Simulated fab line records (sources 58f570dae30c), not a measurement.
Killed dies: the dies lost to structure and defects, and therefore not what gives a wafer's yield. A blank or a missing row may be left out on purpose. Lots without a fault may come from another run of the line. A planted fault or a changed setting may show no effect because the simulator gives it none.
Matching of chambers || flow berkeleyCmos170 || cmp-01 running UCB170_V2_CMP_02: 4 sister chambers
The step polishes SiO2. 14 wafers are shown with their chamber, then 7 later ones without.

== WAFERS WITH THEIR CHAMBER ==
{"wafer": "L499.2", "chamber": 2, "motorCurrentA (A)": 17.7}
{"wafer": "L499.3", "chamber": 0, "motorCurrentA (A)": 16.9}
{"wafer": "L499.5", "chamber": 2, "motorCurrentA (A)": 17.2}
{"wafer": "L501.1", "chamber": 0, "motorCurrentA (A)": 16.5}
{"wafer": "L501.2", "chamber": 3, "motorCurrentA (A)": 15.4}
{"wafer": "L501.3", "chamber": 2, "motorCurrentA (A)": 17.4}
{"wafer": "L502.1", "chamber": 3, "motorCurrentA (A)": 14.0}
{"wafer": "L502.2", "chamber": 2, "motorCurrentA (A)": 17.3}
{"wafer": "L502.5", "chamber": 0, "motorCurrentA (A)": 16.7}
{"wafer": "L505.1", "chamber": 3, "motorCurrentA (A)": 15.2}
{"wafer": "L505.4", "chamber": 0, "motorCurrentA (A)": 18.1}
{"wafer": "L505.6", "chamber": 3, "motorCurrentA (A)": 15.3}
{"wafer": "L511.3", "chamber": 0, "motorCurrentA (A)": 16.9}
{"wafer": "L511.4", "chamber": 1, "motorCurrentA (A)": 16.3}

SIGNATURES (averages over the wafers above)
{"reading": "motorCurrentA", "chamber 0": 17.020, "chamber 1": 16.300, "chamber 2": 17.400, "chamber 3": 14.975, "scatter within a chamber": 0.547}
Rule: for each reading, subtract the chamber's mean from the wafer's reading, divide by that reading's scatter and square the result; add these up over the readings and take the root, which gives the wafer's distance from the chamber. If the next closest chamber is less than 2 further off than the closest, the wafer can't be placed; otherwise it belongs to the closest. How the scatter is found: for the shown wafers, subtract from each reading the mean of its chamber, square and add these, divide the total by (wafers less chambers), then take the root.

== WAFERS MISSING THEIR CHAMBER ==
{"wafer": "L511.5", "motorCurrentA (A)": 17.8}
{"wafer": "L516.2", "motorCurrentA (A)": 14.9}
{"wafer": "L516.3", "motorCurrentA (A)": 17.6}
{"wafer": "L516.6", "motorCurrentA (A)": 16.0}
{"wafer": "L517.2", "motorCurrentA (A)": 18.0}
{"wafer": "L517.3", "motorCurrentA (A)": 15.1}
{"wafer": "L517.6", "motorCurrentA (A)": 15.3}

== THE CHAMBER EACH PASSED THROUGH ==
{"wafer": "L511.5", "from the rows above": "can't be placed: 2 or 0", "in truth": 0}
{"wafer": "L516.2", "from the rows above": 3, "in truth": 3}
{"wafer": "L516.3", "from the rows above": "can't be placed: 2 or 0", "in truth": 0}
{"wafer": "L516.6", "from the rows above": "can't be placed: 1 or 0 or 3", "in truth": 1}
{"wafer": "L517.2", "from the rows above": "can't be placed: 2 or 0", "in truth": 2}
{"wafer": "L517.3", "from the rows above": "can't be placed: 3 or 1", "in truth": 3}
{"wafer": "L517.6", "from the rows above": "can't be placed: 3 or 1", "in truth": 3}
Correctly placed: 1 of 7. From these rows, 6 cannot be placed; in 6 the true chamber is one of the candidates. 0 placed wrongly.
